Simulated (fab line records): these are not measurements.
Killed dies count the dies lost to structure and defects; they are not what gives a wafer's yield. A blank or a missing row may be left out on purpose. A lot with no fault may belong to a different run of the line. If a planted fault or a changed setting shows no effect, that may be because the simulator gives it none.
Chamber matching :: flow berkeley_cmos170 :: 4 sister chambers for UCB170_V2_ETCH_14 on rie_diel-02
The step etches SiO2 in CHF3/CF4/Ar, stops on Al, target depth 1250 nm, time 291 s. 4 wafers are shown with their chamber, then 7 later ones without.

## WAFERS, EACH WITH ITS CHAMBER
wafer: L704.3
chamber: 3
throttle_valve_pct (%): 6.74

wafer: L704.5
chamber: 2
throttle_valve_pct (%): 6.89

wafer: L710.1
chamber: 0
throttle_valve_pct (%): 7.12

wafer: L710.2
chamber: 1
throttle_valve_pct (%): 7.05

## WAFERS WHOSE CHAMBER IS MISSING
wafer: L710.3
throttle_valve_pct (%): 6.88

wafer: L714.3
throttle_valve_pct (%): 6.89

wafer: L714.4
throttle_valve_pct (%): 7.12

wafer: L714.6
throttle_valve_pct (%): 7.03

wafer: L716.1
throttle_valve_pct (%): 7.02

wafer: L716.2
throttle_valve_pct (%): 6.74

wafer: L716.3
throttle_valve_pct (%): 7.11

## WHICH CHAMBER EACH ONE RAN IN
wafer: L710.3
from the rows above: 2
in truth: 2

wafer: L714.3
from the rows above: 2
in truth: 2

wafer: L714.4
from the rows above: 0
in truth: 0

wafer: L714.6
from the rows above: 1
in truth: 1

wafer: L716.1
from the rows above: 1
in truth: 1

wafer: L716.2
from the rows above: 3
in truth: 3

wafer: L716.3
from the rows above: 0
in truth: 0
Correctly placed: 7 of 7. Not placeable from these rows: 0. Placed wrongly: 0.
How it was worked out, from the rows above alone: a wafer's distance from a chamber is the root of the sum, over the readings, of the square of ((its reading less the chamber's mean) divided by the reading's scatter). If the next closest chamber is less than 2 further off than the closest, the wafer can't be placed; otherwise it belongs to the closest. The mean given for a chamber averages the wafers shown for that chamber. The scatter: with one shown wafer a chamber, the root of the mean of the squares of how far each hidden wafer lies from its nearest shown one.
